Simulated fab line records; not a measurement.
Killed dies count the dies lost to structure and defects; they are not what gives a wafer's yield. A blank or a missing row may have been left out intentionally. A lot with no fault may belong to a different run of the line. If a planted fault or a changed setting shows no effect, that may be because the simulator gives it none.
Split-lot study	flow berkeley_cmos170	23 wafers read from 5 lots, route of 331 steps

## THE SPLIT
At UCB170_V2_EXPOSE_09 (exposes mask VIA2, target cd 700 nm), the setting dose_mj was moved away from the recipe's 37 on 11 of the 23 wafers read, by -5.9% to +4.9%. For the rest of the wafers, this setting stayed at what the recipe calls for.

## FROM THE SPLIT TO THE READING: what the file shows between them, 5 steps
- UCB170_V2_PEB_10
- UCB170_V2_DEVELOP_11: develop time 45 s
- UCB170_V2_CD_MEAS_12: target cd 700 nm
- UCB170_V2_ETCH_14: etches SiO2 in CHF3/CF4/Ar, stops on Al, target depth 1250 nm, time 291 s
- UCB170_V2_STRIP_15: strips in O2

## THE READING
cd_nm at UCB170_V2_CD_MEAS_90, given in nm (cd target 700 nm). On this fab line, fault-free wafers typically give 700.1 nm with a standard deviation of 1.5 nm.

wafer	tool, chamber at the split	dose_mj as run	against the recipe	cd_nm, nm	against lot-mates on the recipe
L076.1	krf_scanner-01, 0	37	recipe	700.5	-
L076.5	krf_scanner-01, 0	37	recipe	700.5	-
L076.6	krf_scanner-01, 0	37	recipe	699.6	-
L080.1	krf_scanner-02, 0	38.7	+4.6%	709.5	+7.5
L080.2	krf_scanner-02, 0	37	recipe	701.7	-
L080.3	krf_scanner-02, 0	38.7	+4.6%	709.6	+7.6
L080.4	krf_scanner-02, 0	38.7	+4.6%	708.9	+6.9
L080.5	krf_scanner-02, 0	37	recipe	702.2	-
L082.1	krf_scanner-01, 0	34.83	-5.9%	687.1	-11.6
L082.2	krf_scanner-01, 0	34.83	-5.9%	687.9	-10.8
L082.4	krf_scanner-01, 0	37	recipe	699.8	-
L082.5	krf_scanner-01, 0	37	recipe	699.2	-
L082.6	krf_scanner-01, 0	37	recipe	697.0	-
L081.2	krf_scanner-01, 0	38.8	+4.9%	711.0	+8.2
L081.3	krf_scanner-01, 0	38.8	+4.9%	709.4	+6.6
L081.4	krf_scanner-01, 0	37	recipe	702.7	-
L081.5	krf_scanner-01, 0	38.8	+4.9%	709.0	+6.2
L081.6	krf_scanner-01, 0	37	recipe	702.8	-
L085.1	krf_scanner-02, 0	35.58	-3.8%	692.2	-6.7
L085.2	krf_scanner-02, 0	37	recipe	699.1	-
L085.4	krf_scanner-02, 0	37	recipe	698.7	-
L085.5	krf_scanner-02, 0	35.58	-3.8%	690.8	-8.1
L085.6	krf_scanner-02, 0	35.58	-3.8%	693.1	-5.8

FIT RESULTS
A straight line over all 23 wafers: cd_nm changes by +2.06 nm for each +1% of dose_mj; r = +0.98; the points scatter about the line by 1.4 nm.
The same after taking each lot's own level away (the mean of its wafers on the recipe; 23 wafers): +1.68 nm for each +1%; r = +0.99; scatter 0.87 nm.
On that fit, the largest move of dose_mj shifts the reading by 9.9 nm.
The lots' own levels span 698.67 to 702.75 nm, that is 2.7 times the standard deviation above.
In other words, the slope is changed by the lot-to-lot level; the two fits disagree.
Check: -9.92 nm against its lot-mates is what the line predicts for one of the wafers moved furthest among these (-5.9%) when that wafer is left out of the fit. Against them it came out at -11.6 nm.

## OTHER SPLITS APPLIED TO THESE WAFERS
These wafers also went through other splits before the reading. Each is held against what the fit with the lots' levels taken away leaves over:
other split on the same wafers	wafers away from the commonest value	r with cd_nm (lot level and that fit taken away)
UCB170_NSD_PEB_04 peb_temp_c	8	-0.01
UCB170_SILICIDE_SPUTTER_01 power_w	11	-0.24
UCB170_CONTACT_PEB_13 peb_temp_c	4	-0.32
UCB170_M1_COAT_04 spin_rpm	8	-0.01
UCB170_M1_ETCH_11 source_w	10	+0.09
UCB170_M2_COAT_05 resist_thk_nm	5	-0.49

## THE WHOLE CHAIN: every reading that the file lists as answering this split, in the file's order
step	what it does	reading	change (the file's fit)	r (the file's)
UCB170_V2_CD_MEAS_12	target cd 700 nm	cd_nm	+1.71 nm for each +1% of the setting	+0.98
UCB170_V2_ETCH_14	etches SiO2 in CHF3/CF4/Ar, stops on Al, target depth 1250 nm, time 291 s	V2.cd_nm (the simulator's own value, which no gauge read)	+1.7 nm for each +1% of the setting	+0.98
UCB170_V2_CD_MEAS_90	target cd 700 nm	cd_nm	+1.7 nm for each +1% of the setting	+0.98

## THE FILE'S OWN FIT
cd_nm changes by +1.7 nm for each +1% of dose_mj, r = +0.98.
